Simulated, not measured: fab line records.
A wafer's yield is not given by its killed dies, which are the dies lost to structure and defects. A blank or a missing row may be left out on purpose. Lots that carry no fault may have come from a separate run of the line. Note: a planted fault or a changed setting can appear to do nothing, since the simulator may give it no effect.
Comparing a struck lot with a sound one    flow rit cmos    17 out of 202 route steps
Sound: wafers L387.2, L387.5, L387.6. Wafers struck: L397.1, L397.4, L397.6. The cause is given at the end.
Each step with rows lists, per side, the tool, then ch with its chambers, then its first start. Under that, the readings that differ: sound wafers    struck wafers    difference of the means    sigmas: that difference in standard deviations of wafers without a fault.
alike: words and numbers the same on both sides, and readings whose means are apart by under 2 such deviations; not compared: readings that were withheld, readings missing a value for some wafer, numbers with overlapping values and no deviation given by the record, and bounds like >300 which may hide the same value.
A row with sigmas, a row that says differs or no value, or rows on one side alone: a step with any of these is where the two part. When numbers do not overlap yet have no deviation, they are printed without sigmas and do not part them. A reading that every wafer of one side lacks parts them only if that side has two wafers or more.

first, 1 step without rows for these wafers: RIT_PSD_IMPLANT_08.
RIT_PSD_STRIP_09: strips in O2, time 180 s.
  sound on plasma asher-04 ch 0,1, day 3 15:47; struck on plasma asher-04 ch 0,1, day 5 23:47
  alike: drypump motor current A
  not compared: rf hours counter h
RIT_PSD_TW_MEAS_10:
  struck on film metro-04, day 5 23:58; sound on film metro-02, day 3 15:59
  alike: PSD_TW
then, 3 steps without rows for these wafers: RIT_SDANNEAL_CLEAN_00 (cleans in SC1, time 600 s); RIT_SDANNEAL_CLEAN_01 (cleans in dHF, time 30 s); RIT_SDANNEAL_CLEAN_02 (cleans in SC2, time 600 s).
RIT_SDANNEAL_RTA_03: time 5 s.
  sound on rtp anneal-01 ch 0, day 3 16:24; struck on rtp anneal-01 ch 0, day 6 00:23
  alike: wafer_temp_C_max
RIT_SDANNEAL_RS_MEAS_04: uses a four-point probe to measure.
  struck on film metro-04, day 6 00:26; sound on film metro-04, day 3 16:28
  alike: PSD_RS
RIT_SDANNEAL_RS_MEAS_05: uses a four-point probe to measure.
  struck on film metro-04, day 6 00:34; sound on film metro-04, day 3 16:35
  alike: NSD_RS
RIT_SDANNEAL_RS_MEAS_06: uses a four-point probe to measure.
  struck on film metro-04, day 6 00:41; sound on film metro-04, day 3 16:43
  alike: PLDD_RS
RIT_SDANNEAL_RS_MEAS_07: uses a four-point probe to measure.
  struck on film metro-04, day 6 00:48; sound on film metro-04, day 3 16:50
  alike: NLDD_RS
then, 1 step without rows for these wafers: RIT_SILICIDE_WET_ETCH_00 (etches SiO2 in BOE, target depth 14 nm, time 15 s).
RIT_SILICIDE_SPUTTER_01: material Ti, target thk 30 nm, time 240 s.
  struck on pvd sputter-01, day 6 00:56; sound on pvd sputter-01, day 3 16:57
reading                                      sound              struck             difference  sigmas
model.Ti_of_SILICIDE_SPUTTER_01.thk nm (nm)  30.49 30.43 30.44  31.36 31.59 31.25  +0.95       
  alike: substrate temp c, throttle valve pct
RIT_SILICIDE_RS_MEAS_02: uses a four-point probe to measure.
  struck on film metro-01, day 6 01:05; sound on film metro-03, day 3 17:07
reading                  sound           struck          difference  sigmas
SILICIDE_TI_RS (ohm/sq)  47.0 47.1 47.0  45.4 45.0 45.5  -1.7        -2
RIT_SILICIDE_THK_MEAS_03: measures by xrf.
  struck on film metro-01, day 6 01:12; sound on film metro-03, day 3 17:14
reading               sound           struck          difference  sigmas
SILICIDE_TI_THK (nm)  30.5 30.4 30.5  31.4 31.6 31.3  +1.0        +3
RIT_SILICIDE_RTA_04: time 10 s, ramp up 5 s, ramp down 5 s.
  sound on rtp anneal-02 ch 0, day 3 17:17; struck on rtp anneal-02 ch 0, day 6 01:16
  alike: wafer_temp_C_max
RIT_M1_PROBE_99:
  struck on prober-02, day 6 08:40; sound on prober-02, day 4 01:43
reading                           sound              struck             difference  sigmas
model.etest.npoly line.rs ohm sq  16.98 16.87 16.94  16.46 16.44 16.58  -0.44       
model.etest.ppoly line.rs ohm sq  16.39 16.39 16.41  16.07 15.97 16.04  -0.37       
model.etest.npoly sal.rs ohm sq   4.321 4.351 4.288  4.142 4.149 4.225  -0.148      
model.etest.ppoly sal.rs ohm sq   4.264 4.285 4.237  4.12 4.149 4.164   -0.12       
model.etest.pplus sal.rs ohm sq   4.275 4.301 4.23   4.132 4.121 4.184  -0.123      
model.etest.nplus sal.rs ohm sq   4.238 4.255 4.225  4.098 4.116 4.144  -0.120      
  alike: killed at contacts, killed at front end, killed dies, killed open, killed short
  not compared: model.etest.contact pplus.end ohm um, model.etest.contact nplus.end ohm um

WHERE THEY PART
At RIT_SILICIDE_RS_MEAS_02 first; at RIT_SILICIDE_THK_MEAS_03 last (within this record only). Later steps at which nothing parts them and some readings are alike: RIT_SILICIDE_RTA_04, RIT_M1_PROBE_99.

WHY: what had been put in by the simulator
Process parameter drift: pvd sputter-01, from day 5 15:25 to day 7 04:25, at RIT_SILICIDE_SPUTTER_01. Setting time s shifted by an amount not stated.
